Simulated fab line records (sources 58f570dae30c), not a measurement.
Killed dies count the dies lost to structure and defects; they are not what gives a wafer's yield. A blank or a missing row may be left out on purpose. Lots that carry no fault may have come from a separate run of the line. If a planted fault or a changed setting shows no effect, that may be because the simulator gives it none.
2 desks looking at one fault -- flow berkeleyCmos170 -- numbers are kept per desk, each desk with only its own; the story behind them comes last

TOOL OWNER'S DESK, implanter-04
The tool's own readings at UCB170_PVT_IMPLANT_07: means of the sampled wafers that have a number, for each lot that ran on this tool. A lot is out of limits, marked OUT, if its mean lies more than 4 standard deviations from the usual mean; the brackets give that distance.
Columns: A = beamOnS at UCB170_PVT_IMPLANT_07, usual 9.99 s; B = doseIonsCm2 at UCB170_PVT_IMPLANT_07, usual 2e+12; C = endStationPressureTorr at UCB170_PVT_IMPLANT_07, usual 4.99e-06 Torr; D = faradayCurrentUA at UCB170_PVT_IMPLANT_07, usual 6.35
lot,first seen here,A,B,C,D
L887,day 6 01:26,9.88,2e+12,4.89e-06,6.42
L889,day 6 07:14,9.89,2e+12,5.26e-06,6.42
L891,day 7 06:13,9.89,2e+12,5.03e-06,6.42
L897,day 8 05:55,9.92,2e+13 (+99 or more) OUT,4.97e-06,63.90 (+99 or more) OUT
L900,day 8 21:10,10.21,2e+13 (+99 or more) OUT,5.00e-06,62.18 (+99 or more) OUT
L909,day 11 08:11,9.94,2e+12,4.92e-06,6.38
This desk finds L897, L900 out of limits, L897 being first, at day 8 05:55 (doseIonsCm2 at UCB170_PVT_IMPLANT_07). L887, L889, L891, L909: within limits.

FROM THE METROLOGY DESK
Means of the sampled wafers that have a number, per lot and without regard to the tool the lot ran on: this is what the gauges read. A lot is out of limits, marked OUT, if its mean lies more than 4 standard deviations from the usual mean; the brackets give that distance.
Columns: A = PVT_TW at UCB170_PVT_TW_MEAS_09, usual 510
lot,first seen here,A
L887,day 6 01:39,514
L889,day 6 07:29,507
L888,day 6 07:44,515
L890,day 7 06:14,506
L891,day 7 06:28,509
L897,day 8 06:13,1049 (+99 or more) OUT
L900,day 8 21:24,1060 (+99 or more) OUT
L904,day 9 23:35,504
L906,day 10 09:26,507
L905,day 10 09:38,509
L907,day 10 15:12,510
L910,day 11 08:09,511
L909,day 11 08:25,508
L908,day 11 08:42,513
This desk's result: L897, L900 out of limits, first on L897 (PVT_TW at UCB170_PVT_TW_MEAS_09), day 8 06:13. L887, L889, L888, L890, L891, L904, L906, L905, L907, L910, L909, L908: within limits.

TAKEN TOGETHER
At day 8 05:55, on L897, L900, the tool owner's desk was in a position to raise an alarm.
On L897, L900, the metrology desk was in a position to raise an alarm at day 8 06:13.
On implanter-04, each named lot ran UCB170_PVT_IMPLANT_07.

WHAT WAS PUT IN BY THE SIMULATOR
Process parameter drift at UCB170_PVT_IMPLANT_07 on implanter-04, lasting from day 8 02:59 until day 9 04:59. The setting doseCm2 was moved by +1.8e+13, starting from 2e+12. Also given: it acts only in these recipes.
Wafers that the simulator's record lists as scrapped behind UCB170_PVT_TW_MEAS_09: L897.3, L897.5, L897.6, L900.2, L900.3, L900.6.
Shown lots that were struck: L897, L900.
Time in hours from fault onset to the first out-of-limits reading at each desk: tool owner's desk 3, metrology desk 3.
